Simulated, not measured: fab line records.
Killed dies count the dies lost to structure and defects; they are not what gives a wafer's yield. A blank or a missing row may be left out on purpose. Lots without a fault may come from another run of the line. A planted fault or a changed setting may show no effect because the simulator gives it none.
Struck lot and sound lot, side by side || flow berkeley-cmos170 || 43 steps out of a route of 331
Sound: wafers L426.2, L426.3, L426.5. Wafers struck: L435.1, L435.3, L435.4. The cause is named last.
For every step that has rows: the tool of each side, followed by ch and its chambers, followed by its first start. Under that, the readings that differ: sound wafers || struck wafers || difference of the means || sigmas: that difference in standard deviations of wafers without a fault.
alike: words and numbers the same on both sides, and readings whose means are apart by under 2 such deviations; not compared: readings that were withheld, readings missing a value for some wafer, numbers with overlapping values and no deviation given by the record, and bounds like >300 which may hide the same value.
The two part at a step that has a row with sigmas, a row that says differs or no value, or rows on one side only. Non-overlapping numbers with no deviation appear without sigmas and do not part them. Lack of a reading on every wafer of one side parts them only where that side has two or more wafers.

first, 6 steps without rows for these wafers: UCB170_M2_COAT_09; UCB170_M2_COAT_10 (resist thk 900 nm); UCB170_M2_SOFTBAKE_11 (time 60 s); UCB170_M2_EXPOSE_12 (exposes mask METAL2, target cd 700 nm); UCB170_M2_PEB_13; UCB170_M2_DEVELOP_14 (develop time 45 s).
UCB170_M2_CD_MEAS_15 targets a cd of 700 nm.
  sound on cd-sem-02, day 7 13:51; struck on cd-sem-02, day 10 05:54
  alike: cd-nm
UCB170_M2_OVL_MEAS_16:
  sound on overlay-01, day 7 13:58; struck on overlay-01, day 10 06:01
  alike: M2_OVL
UCB170_M2_ETCH_17: etches BARC in N2/H2.
  sound on rie-diel-02 ch 0,1,3, day 7 13:59; struck on rie-diel-04 ch 1,3, day 10 06:04
  alike: drypump-motor-current-A, oes-product-au, throttle-valve-pct
then, 1 step without rows for these wafers: UCB170_M2_METAL_ETCH_18 (etches Al in Cl2/BCl3, stops on SiO2, target depth 1170 nm, time 195 s).
UCB170_M2_STRIP_19: strips in O2.
  sound on plasma-asher-03 ch 1, day 7 14:13; struck on plasma-asher-02 ch 0,1, day 10 06:17
{"reading": "oes-product-au (a.u.)", "sound": "0.558 0.558 0.571", "struck": "0.528 0.545 0.542", "difference": -0.024, "sigmas": -2}
  alike: drypump-motor-current-A
  not compared: rf-hours-counter-h
UCB170_M2_CD_MEAS_90 targets a cd of 700 nm.
  sound on cd-sem-01, day 7 14:20; struck on cd-sem-01, day 10 06:25
  alike: cd-nm
UCB170_V2_CVD_00: deposits SiO2 from TEOS/O2, target thk 2000 nm, time 250 s.
  sound on pecvd-02 ch 0,1, day 7 14:26; struck on pecvd-02 ch 0,1, day 10 06:32
{"reading": "model.SiO2_of_V2_CVD_00.thk-nm (nm)", "sound": "1983 1999 1995", "struck": "944.5 967.1 980.6", "difference": -1028.3, "sigmas": ""}
  alike: heater-power-w
UCB170_V2_THK_MEAS_01:
  sound on film-metro-02, day 7 14:36; struck on film-metro-02, day 10 06:41
{"reading": "V2_TEOS_THK (nm)", "sound": "1984 2000 1995", "struck": "944 967 980", "difference": -1029, "sigmas": -41}
UCB170_V2_CMP_02: polishes SiO2.
  sound on cmp-02 ch 1,2,3, day 7 14:49; struck on cmp-01 ch 0,1,3, day 10 06:44
  alike: head-pressure-psi, motor-current-A
UCB170_V2_BOW_MEAS_03:
  sound on film-metro-02, day 7 15:02; struck on film-metro-01, day 10 07:02
  alike: V2_BOW
UCB170_V2_THK_MEAS_04:
  sound on film-metro-02, day 7 15:09; struck on film-metro-01, day 10 07:10
{"reading": "V2_POLISHED_THK (nm)", "sound": "999.7 998.6 1000.7", "struck": "943.9 967.8 980.7", "difference": -35.5, "sigmas": -32}
then, 7 steps without rows for these wafers: UCB170_V2_CLEAN_05 (cleans in DIW); UCB170_V2_HMDS_06 (prime time 60 s); UCB170_V2_COAT_07 (resist thk 900 nm); UCB170_V2_SOFTBAKE_08 (time 60 s); UCB170_V2_EXPOSE_09 (exposes mask VIA2, target cd 700 nm); UCB170_V2_PEB_10; UCB170_V2_DEVELOP_11 (develop time 45 s).
UCB170_V2_CD_MEAS_12 targets a cd of 700 nm.
  sound on cd-sem-01, day 7 16:40; struck on cd-sem-02, day 10 09:19
  alike: cd-nm
UCB170_V2_OVL_MEAS_13:
  sound on overlay-02, day 7 16:47; struck on overlay-01, day 10 09:26
  alike: V2_OVL
UCB170_V2_ETCH_14: etches SiO2 in CHF3/CF4/Ar, stops on Al, target depth 1250 nm, time 291 s.
  sound on rie-diel-03 ch 0,1,2, day 7 16:49; struck on rie-diel-01 ch 0,1,2, day 10 09:28
{"reading": "model.etch.depth-nm (nm)", "sound": "999.8 999.2 999.7", "struck": "944.5 967.1 980.6", "difference": -35.5, "sigmas": ""}
{"reading": "model.V2.feature-depth-nm (nm)", "sound": "999.8 999.2 999.7", "struck": "944.9 967.1 981", "difference": -35.2, "sigmas": ""}
  alike: drypump-motor-current-A, oes-product-au, throttle-valve-pct
  not compared: rf-hours-counter-h
UCB170_V2_STRIP_15: strips in O2.
  sound on plasma-asher-03 ch 1, day 7 16:59; struck on plasma-asher-01 ch 0,1, day 10 09:38
{"reading": "strip-time-to-endpoint-s (s)", "sound": "15.39 15.50 15.33", "struck": "15.15 15.22 15.19", "difference": -0.22, "sigmas": -2}
  alike: drypump-motor-current-A, oes-product-au
  not compared: rf-hours-counter-h
UCB170_V2_CD_MEAS_90 targets a cd of 700 nm.
  sound on cd-sem-01, day 7 17:06; struck on cd-sem-02, day 10 09:44
  alike: cd-nm
then, 1 step without rows for these wafers: UCB170_M3_PRE_CLEAN_00 (preclean etch time 60 s).
UCB170_M3_SPUTTER_01: material Al, target thk 900 nm, time 120 s.
  sound on pvd-sputter-02, day 7 17:16; struck on pvd-sputter-02, day 10 09:56
  alike: chamber-pressure-pa, throttle-valve-pct
UCB170_M3_RS_MEAS_02: a four-point-probe measurement.
  sound on film-metro-02, day 7 17:22; struck on film-metro-01, day 10 10:01
  alike: M3_AL_RS
UCB170_M3_THK_MEAS_03: measures by xrf.
  sound on film-metro-02, day 7 17:29; struck on film-metro-01, day 10 10:08
  alike: M3_AL_THK
then, 9 steps without rows for these wafers: UCB170_M3_HMDS_04 (prime time 60 s); UCB170_M3_COAT_05 (resist thk 900 nm); UCB170_M3_SOFTBAKE_06 (time 60 s); UCB170_M3_STRIP_07 (strips in O2); UCB170_M3_STRIP_08 (strips KrF in DMSO, time 600 s); UCB170_M3_COAT_09; UCB170_M3_COAT_10 (resist thk 900 nm); UCB170_M3_SOFTBAKE_11 (time 60 s); UCB170_M3_EXPOSE_12 (exposes mask METAL3, target cd 700 nm).
UCB170_M3_METAL_ETCH_18: etches Al in Cl2/BCl3, stops on SiO2, target depth 1170 nm, time 195 s.
  sound on rie-metal-01 ch 0,1, day 7 19:39; struck on rie-metal-02 ch 0,1, day 10 13:14
{"reading": "model.SiO2_of_V2_CVD_00.thk-nm (nm)", "sound": "939.6 938.4 938.9", "struck": "881.9 904.5 915.4", "difference": -38.4, "sigmas": ""}
  alike: drypump-motor-current-A, oes-product-au, throttle-valve-pct
  not compared: rf-hours-counter-h

== WHERE THEY PART ==
Last at UCB170_V2_STRIP_15 as far as this record goes, first at UCB170_M2_STRIP_19. Later steps at which nothing parts them and some readings are alike: UCB170_V2_CD_MEAS_90, UCB170_M3_SPUTTER_01, UCB170_M3_RS_MEAS_02, UCB170_M3_THK_MEAS_03, UCB170_M3_METAL_ETCH_18.

WHY: what had been put in by the simulator
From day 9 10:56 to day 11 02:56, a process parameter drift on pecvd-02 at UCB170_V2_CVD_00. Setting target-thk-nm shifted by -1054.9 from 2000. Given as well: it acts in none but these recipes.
